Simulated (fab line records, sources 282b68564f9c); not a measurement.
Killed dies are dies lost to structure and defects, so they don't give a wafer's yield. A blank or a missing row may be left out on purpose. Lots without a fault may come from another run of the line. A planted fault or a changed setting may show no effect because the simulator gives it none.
Which tool did it? | flow rit_cmos | 13 lots, 39 wafers sampled, at 5 steps of a route of 202

WHAT THE GAUGES READ, wafer by wafer
RIT_ACTIVE_CD_MEAS_11: target cd 1400 nm. Usual: cd_nm 1399.7 nm, standard deviation 2.3.
lot  | measured    | on        | cd_nm (nm)           | flag
L747 | day 1 15:53 | cd_sem-01 | 1401.0 1400.6 1403.2 |
L748 | day 1 19:26 | cd_sem-02 | 1400.8 1400.7 1400.8 |
L749 | day 2 00:28 | cd_sem-01 | 1398.2 1396.3 1395.7 |
L750 | day 2 05:26 | cd_sem-01 | 1399.0 1399.8 1398.5 |
L751 | day 2 10:37 | cd_sem-02 | 1398.9 1400.3 1398.2 |
L754 | day 3 02:08 | cd_sem-01 | 1402.0 1400.7 1402.2 |
L757 | day 3 16:39 | cd_sem-02 | 1399.2 1400.1 1399.9 |
L765 | day 5 11:43 | cd_sem-02 | 1398.9 1399.5 1399.4 |
L766 | day 5 13:34 | cd_sem-02 | 1399.5 1401.8 1401.5 |
L767 | day 5 18:28 | cd_sem-02 | 1397.3 1398.3 1394.6 |
L768 | day 5 23:34 | cd_sem-02 | 1400.3 1400.3 1400.8 |
L769 | day 6 04:37 | cd_sem-01 | 1395.4 1398.1 1395.7 |
L770 | day 6 09:35 | cd_sem-02 | 1399.9 1398.9 1397.5 |

RIT_GATE_CD_MEAS_90: target cd 150 nm. Usual: cd_nm 148.2 nm, standard deviation 2.2.
lot  | measured    | on        | cd_nm (nm)        | flag
L747 | day 2 17:03 | cd_sem-01 | 145.5 148.7 146.7 |
L748 | day 2 17:47 | cd_sem-01 | 146.9 147.8 147.3 |
L749 | day 3 04:21 | cd_sem-01 | 148.2 149.9 148.9 |
L750 | day 3 05:53 | cd_sem-01 | 152.3 150.0 151.9 |
L751 | day 3 10:10 | cd_sem-02 | 147.0 145.7 145.6 |
L754 | day 4 01:19 | cd_sem-01 | 152.5 150.9 151.0 |
L757 | day 4 14:47 | cd_sem-02 | 144.8 144.9 145.4 |
L765 | day 6 11:55 | cd_sem-02 | 149.8 149.2 148.8 |
L766 | day 6 13:12 | cd_sem-01 | 146.2 147.5 148.5 |
L767 | day 6 16:56 | cd_sem-01 | 149.5 150.0 149.7 |
L768 | day 6 22:37 | cd_sem-01 | 148.3 149.2 147.1 |
L769 | day 7 02:56 | cd_sem-01 | 142.6 146.8 146.0 |
L770 | day 7 07:53 | cd_sem-02 | 146.7 144.2 146.2 |

RIT_NLDD_TW_MEAS_10. Usual: NLDD_TW 2477, standard deviation 23.
lot  | measured    | on            | NLDD_TW        | flag
L747 | day 2 22:01 | film_metro-03 | 2443 2445 2438 |
L748 | day 2 23:23 | film_metro-03 | 2458 2462 2448 |
L749 | day 3 08:52 | film_metro-03 | 2444 2458 2435 |
L750 | day 3 10:45 | film_metro-01 | 2499 2509 2486 |
L751 | day 3 14:37 | film_metro-03 | 30 30 30       | OFF
L754 | day 4 05:46 | film_metro-03 | 30 30 30       | OFF
L757 | day 4 19:25 | film_metro-01 | 2513 2511 2521 |
L765 | day 6 17:33 | film_metro-03 | 2476 2460 2459 |
L766 | day 6 17:49 | film_metro-01 | 2504 2498 2495 |
L767 | day 6 21:26 | film_metro-02 | 2460 2471 2472 |
L768 | day 7 03:13 | film_metro-03 | 2448 2457 2464 |
L769 | day 7 08:02 | film_metro-02 | 2476 2478 2472 |
L770 | day 7 13:26 | film_metro-02 | 2467 2477 2463 |

WHICH TOOL RAN EACH LOT (tool, then ch and the chambers of the sampled wafers, then the start)
lot  | RIT_GATE_ETCH_19                | RIT_NLDD_DEVELOP_05
L747 | rie_si-02 ch 0,2, day 2 16:46   | litho_track-02 ch 0, day 2 21:00
L748 | rie_si-01 ch 0,2,3, day 2 17:30 | litho_track-03 ch 0, day 2 22:00
L749 | rie_si-02 ch 1,2, day 3 04:03   | litho_track-03 ch 0, day 3 08:00
L750 | rie_si-01 ch 0,1, day 3 05:37   | litho_track-01 ch 0, day 3 10:00
L751 | rie_si-02 ch 0,2,3, day 3 09:52 | litho_track-03 ch 0, day 3 13:00
L754 | rie_si-01 ch 0,3, day 4 01:01   | litho_track-03 ch 0, day 4 05:00
L757 | rie_si-02 ch 1,3, day 4 14:29   | litho_track-01 ch 0, day 4 18:00
L765 | rie_si-02 ch 0,1,2, day 6 11:38 | litho_track-01 ch 0, day 6 16:00
L766 | rie_si-01 ch 0,1,3, day 6 12:55 | litho_track-02 ch 0, day 6 17:00
L767 | rie_si-02 ch 2,3, day 6 16:38   | litho_track-01 ch 0, day 6 20:00
L768 | rie_si-01 ch 0,1,3, day 6 22:20 | litho_track-01 ch 0, day 7 02:00
L769 | rie_si-02 ch 0,2, day 7 02:35   | litho_track-02 ch 0, day 7 07:00
L770 | rie_si-01 ch 1,3, day 7 07:35   | litho_track-02 ch 0, day 7 12:00
- RIT_GATE_ETCH_19: etches poly-Si in SF6/CHF3/O2, stops on SiO2, time 165 s, target depth 312.5 nm.
- RIT_NLDD_DEVELOP_05: develop time 50 s.

WHAT THE TOOLS THEMSELVES READ (means of the sampled wafers that have a number; where no wafer has one, the mark that the record gives instead)
RIT_GATE_ETCH_19. Usual: CHF3_flow_sccm 30.00 sccm, standard deviation 0.088; drypump_motor_current_A 5.4 A, standard deviation 0.37; oes_product_au 0.850 a.u., standard deviation 0.011; throttle_valve_pct 10.33 %, standard deviation 0.13.
lot  | tool      | CHF3_flow_sccm (sccm) | drypump_motor_current_A (A) | oes_product_au (a.u.) | throttle_valve_pct (%) | flag
L747 | rie_si-02 | 29.88                 | 5.7                         | 0.845                 | 10.31                  |
L748 | rie_si-01 | 30.14                 | 5.3                         | 0.853                 | 10.25                  |
L749 | rie_si-02 | 29.97                 | 5.1                         | 0.848                 | 10.32                  |
L750 | rie_si-01 | 29.98                 | 5.4                         | 0.859                 | 10.19                  |
L751 | rie_si-02 | 30.07                 | 5.8                         | 0.851                 | 10.35                  |
L754 | rie_si-01 | 30.06                 | 5.4                         | 0.858                 | 10.19                  |
L757 | rie_si-02 | 29.97                 | 5.1                         | 0.852                 | 10.36                  |
L765 | rie_si-02 | 30.00                 | 5.4                         | 0.839                 | 10.34                  |
L766 | rie_si-01 | 29.92                 | 5.2                         | 0.860                 | 10.32                  |
L767 | rie_si-02 | 30.01                 | 5.7                         | 0.839                 | 10.35                  |
L768 | rie_si-01 | 30.02                 | 5.2                         | 0.849                 | 10.31                  |
L769 | rie_si-02 | 29.94                 | 5.7                         | 0.844                 | 10.29                  |
L770 | rie_si-01 | 29.98                 | 5.1                         | 0.831                 | 10.43                  |

RIT_NLDD_DEVELOP_05. Usual: exhaust_pa 45.2 Pa, standard deviation 0.96.
lot  | tool           | exhaust_pa (Pa) | flag
L747 | litho_track-02 | 45.7            |
L748 | litho_track-03 | 45.3            |
L749 | litho_track-03 | 46.6            |
L750 | litho_track-01 | 45.4            |
L751 | litho_track-03 | 45.0            |
L754 | litho_track-03 | 44.0            |
L757 | litho_track-01 | 44.9            |
L765 | litho_track-01 | 45.3            |
L766 | litho_track-02 | 45.9            |
L767 | litho_track-01 | 46.3            |
L768 | litho_track-01 | 44.5            |
L769 | litho_track-02 | 45.3            |
L770 | litho_track-02 | 45.2            |

THE ANSWER, worked out from the rows above alone
Rule: a lot is off if the mean of its wafers that have a number lies more than 3 standard deviations from the usual mean. A lot without any number at a reading at which 4 lots or more have one is off too. The other lots that the step has rows for count as sound. The gauges are gone through in route order, then the tools' own readings, and for those a lot's mean is taken as printed above. The first step at which some lot is off is used, and at that step the reading that is off furthest; a lot without a number counts as furthest.
Off: L751, L754, at RIT_NLDD_TW_MEAS_10 (NLDD_TW).
A tool fits if, at a process step before that reading, it ran every lot that is off, and no sound lot after the first of them. The gauges at RIT_NLDD_TW_MEAS_10 are tried like those tools. One fits: litho_track-03 at RIT_NLDD_DEVELOP_05. Its last sound lot is L749 (day 3 08:00), its first lot that is off L751 (day 3 13:00): a fault that began between those two fits.

WHAT THE SIMULATOR HAD PUT IN
Process parameter drift: litho_track-03, from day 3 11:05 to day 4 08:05, at RIT_NLDD_DEVELOP_05. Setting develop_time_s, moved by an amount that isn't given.
Lots struck among those shown: L751, L754. The rule above found the same.
